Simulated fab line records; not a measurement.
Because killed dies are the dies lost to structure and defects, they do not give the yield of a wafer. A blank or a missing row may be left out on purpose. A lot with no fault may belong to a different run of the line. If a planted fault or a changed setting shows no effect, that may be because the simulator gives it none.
Lot-split experiment / flow rit-cmos / 23 wafers read from 5 lots, route of 202 steps

THE SPLIT ITSELF
At RIT_GATE_EXPOSE_13 (exposes mask M6, target cd 150 nm), the setting dose-mj was moved away from the recipe's 380 on 8 of the 23 wafers read, by -2.8% to +5.4%. All remaining wafers had this setting at the recipe value.

FROM THE SPLIT TO THE READING: what the file shows between them, 17 steps
- RIT_REOX_OXIDATION_03: target thk 25.2 nm, ox time 5580 s (also split here: temp-c)
- RIT_REOX_THK_MEAS_04
- RIT_PLDD_SOFTBAKE_02: time 60 s (also split here: temp-c)
- RIT_PLDD_EXPOSE_03: exposes mask M8, target cd 40900 nm
- RIT_PLDD_PEB_04
- RIT_PLDD_DEVELOP_05: develop time 50 s
- RIT_PLDD_IMPLANT_08 (also split here: energy-kev)
- RIT_PLDD_STRIP_09: strips in O2, time 180 s
- RIT_PLDD_TW_MEAS_10
- RIT_SPACER_CLEAN_00: cleans in SC1, time 600 s
- RIT_SPACER_CVD_03: deposits Si3N4 from SiH2Cl2/NH3, target thk 250 nm, time 3300 s (also split here: pressure-mtorr)
- RIT_PSD_HARDBAKE_07: time 60 s (also split here: temp-c)
- RIT_PSD_IMPLANT_08
- RIT_PSD_STRIP_09: strips in O2, time 180 s
- RIT_SDANNEAL_RS_MEAS_06: measures by four-point-probe
- RIT_M1_DEVELOP_08: develop time 68 s (also split here: develop-time-s)
- RIT_M1_CD_MEAS_09: target cd 2600 nm

THE READING
etest.nmos-turned.drive-ua-um (the simulator's own value, which no gauge read), at RIT_M1_PROBE_99. There is no usual value for it anywhere in the file. Here, 15 wafers ran the recipe; their average is 233.8 with a standard deviation of 50.

wafer=L077.1; tool, chamber at the split=iline-stepper-01, 0; dose-mj as run=380; against the recipe=recipe; etest.nmos-turned.drive-ua-um=202; against lot-mates on the recipe=-
wafer=L077.2; tool, chamber at the split=iline-stepper-01, 0; dose-mj as run=380; against the recipe=recipe; etest.nmos-turned.drive-ua-um=203.4; against lot-mates on the recipe=-
wafer=L077.3; tool, chamber at the split=iline-stepper-01, 0; dose-mj as run=380; against the recipe=recipe; etest.nmos-turned.drive-ua-um=206.9; against lot-mates on the recipe=-
wafer=L077.5; tool, chamber at the split=iline-stepper-01, 0; dose-mj as run=380; against the recipe=recipe; etest.nmos-turned.drive-ua-um=211.8; against lot-mates on the recipe=-
wafer=L077.6; tool, chamber at the split=iline-stepper-01, 0; dose-mj as run=380; against the recipe=recipe; etest.nmos-turned.drive-ua-um=192.6; against lot-mates on the recipe=-
wafer=L079.1; tool, chamber at the split=iline-stepper-01, 0; dose-mj as run=400; against the recipe=+5.3%; etest.nmos-turned.drive-ua-um=204.8; against lot-mates on the recipe=+22.4
wafer=L079.2; tool, chamber at the split=iline-stepper-01, 0; dose-mj as run=380; against the recipe=recipe; etest.nmos-turned.drive-ua-um=178.7; against lot-mates on the recipe=-
wafer=L079.4; tool, chamber at the split=iline-stepper-01, 0; dose-mj as run=400; against the recipe=+5.3%; etest.nmos-turned.drive-ua-um=202.7; against lot-mates on the recipe=+20.3
wafer=L079.5; tool, chamber at the split=iline-stepper-01, 0; dose-mj as run=380; against the recipe=recipe; etest.nmos-turned.drive-ua-um=186.1; against lot-mates on the recipe=-
wafer=L079.6; tool, chamber at the split=iline-stepper-01, 0; dose-mj as run=400; against the recipe=+5.3%; etest.nmos-turned.drive-ua-um=204.4; against lot-mates on the recipe=+22.0
wafer=L082.1; tool, chamber at the split=iline-stepper-01, 0; dose-mj as run=369.2; against the recipe=-2.8%; etest.nmos-turned.drive-ua-um=251.8; against lot-mates on the recipe=-16.2
wafer=L082.2; tool, chamber at the split=iline-stepper-01, 0; dose-mj as run=369.2; against the recipe=-2.8%; etest.nmos-turned.drive-ua-um=255.2; against lot-mates on the recipe=-12.8
wafer=L082.3; tool, chamber at the split=iline-stepper-01, 0; dose-mj as run=380; against the recipe=recipe; etest.nmos-turned.drive-ua-um=266.3; against lot-mates on the recipe=-
wafer=L082.4; tool, chamber at the split=iline-stepper-01, 0; dose-mj as run=380; against the recipe=recipe; etest.nmos-turned.drive-ua-um=269.7; against lot-mates on the recipe=-
wafer=L082.5; tool, chamber at the split=iline-stepper-01, 0; dose-mj as run=369.2; against the recipe=-2.8%; etest.nmos-turned.drive-ua-um=262.2; against lot-mates on the recipe=-5.8
wafer=L083.1; tool, chamber at the split=iline-stepper-02, 0; dose-mj as run=380; against the recipe=recipe; etest.nmos-turned.drive-ua-um=319.2; against lot-mates on the recipe=-
wafer=L083.5; tool, chamber at the split=iline-stepper-02, 0; dose-mj as run=380; against the recipe=recipe; etest.nmos-turned.drive-ua-um=322.4; against lot-mates on the recipe=-
wafer=L083.6; tool, chamber at the split=iline-stepper-02, 0; dose-mj as run=380; against the recipe=recipe; etest.nmos-turned.drive-ua-um=322.2; against lot-mates on the recipe=-
wafer=L085.2; tool, chamber at the split=iline-stepper-02, 0; dose-mj as run=400.7; against the recipe=+5.4%; etest.nmos-turned.drive-ua-um=255.4; against lot-mates on the recipe=+47.0
wafer=L085.3; tool, chamber at the split=iline-stepper-02, 0; dose-mj as run=380; against the recipe=recipe; etest.nmos-turned.drive-ua-um=202.1; against lot-mates on the recipe=-
wafer=L085.4; tool, chamber at the split=iline-stepper-02, 0; dose-mj as run=400.7; against the recipe=+5.4%; etest.nmos-turned.drive-ua-um=250.9; against lot-mates on the recipe=+42.5
wafer=L085.5; tool, chamber at the split=iline-stepper-02, 0; dose-mj as run=380; against the recipe=recipe; etest.nmos-turned.drive-ua-um=210.1; against lot-mates on the recipe=-
wafer=L085.6; tool, chamber at the split=iline-stepper-02, 0; dose-mj as run=380; against the recipe=recipe; etest.nmos-turned.drive-ua-um=213.1; against lot-mates on the recipe=-

THE FIT
A straight line over all 23 wafers: etest.nmos-turned.drive-ua-um changes by -3.06 for each +1% of dose-mj; r = -0.18; the points scatter about the line by 44.
The same after taking each lot's own level away (the mean of its wafers on the recipe; 23 wafers): +5.46 for each +1%; r = +0.90; scatter 6.9.
That fit puts the effect of the largest move of dose-mj on the reading at 30.
The lots' own levels span 182.40 to 321.27, that is 2.8 times the standard deviation above.
So the lot-to-lot level blurs the effect unless lot-mates are compared.
Check: with one of the wafers moved furthest among these (+5.4%) left out of the fit, the line predicts +26.9 for it against its lot-mates. It came out at +47 against them.

THE OTHER SPLITS THESE WAFERS WENT THROUGH
Other splits were also applied to these wafers ahead of the reading. Each is held against what the fit with the lots' levels taken away leaves over:
other split on the same wafers=RIT_ACTIVE_OXIDATION_01 ox-time-s; wafers away from the commonest value=15; r with etest.nmos-turned.drive-ua-um (lot level and that fit taken away)=+0.14
other split on the same wafers=RIT_ACTIVE_COAT_06 resist-thk-nm; wafers away from the commonest value=11; r with etest.nmos-turned.drive-ua-um (lot level and that fit taken away)=+0.13
other split on the same wafers=RIT_PRETRO_SOFTBAKE_02 temp-c; wafers away from the commonest value=10; r with etest.nmos-turned.drive-ua-um (lot level and that fit taken away)=-0.26
other split on the same wafers=RIT_PRETRO_IMPLANT_08 dose-cm2; wafers away from the commonest value=6; r with etest.nmos-turned.drive-ua-um (lot level and that fit taken away)=-0.07
other split on the same wafers=RIT_REOX_OXIDATION_03 temp-c; wafers away from the commonest value=18; r with etest.nmos-turned.drive-ua-um (lot level and that fit taken away)=-0.17
other split on the same wafers=RIT_PLDD_SOFTBAKE_02 temp-c; wafers away from the commonest value=8; r with etest.nmos-turned.drive-ua-um (lot level and that fit taken away)=+0.42
other split on the same wafers=RIT_PLDD_IMPLANT_08 energy-kev; wafers away from the commonest value=7; r with etest.nmos-turned.drive-ua-um (lot level and that fit taken away)=+0.03
other split on the same wafers=RIT_SPACER_CVD_03 pressure-mtorr; wafers away from the commonest value=18; r with etest.nmos-turned.drive-ua-um (lot level and that fit taken away)=+0.16
other split on the same wafers=RIT_PSD_HARDBAKE_07 temp-c; wafers away from the commonest value=3; r with etest.nmos-turned.drive-ua-um (lot level and that fit taken away)=+0.12
other split on the same wafers=RIT_M1_DEVELOP_08 develop-time-s; wafers away from the commonest value=10; r with etest.nmos-turned.drive-ua-um (lot level and that fit taken away)=+0.02

THE WHOLE CHAIN: every reading that the file lists as answering this split, in the file's order
step=RIT_M1_PROBE_99; what it does=; reading=etest.pmos_0p15.r-on-ohm-um (the simulator's own value, which no gauge read); change (the file's fit)=-99 for each +1% of the setting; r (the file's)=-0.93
step=RIT_M1_PROBE_99; what it does=; reading=etest.nmos_0p15.r-on-ohm-um (the simulator's own value, which no gauge read); change (the file's fit)=-30 for each +1% of the setting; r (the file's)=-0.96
step=RIT_M1_PROBE_99; what it does=; reading=etest.nmos-turned.drive-ua-um (the simulator's own value, which no gauge read); change (the file's fit)=+5.96 for each +1% of the setting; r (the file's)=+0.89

THE FILE'S OWN FIT
etest.nmos-turned.drive-ua-um changes by +5.96 for each +1% of dose-mj, r = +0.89.
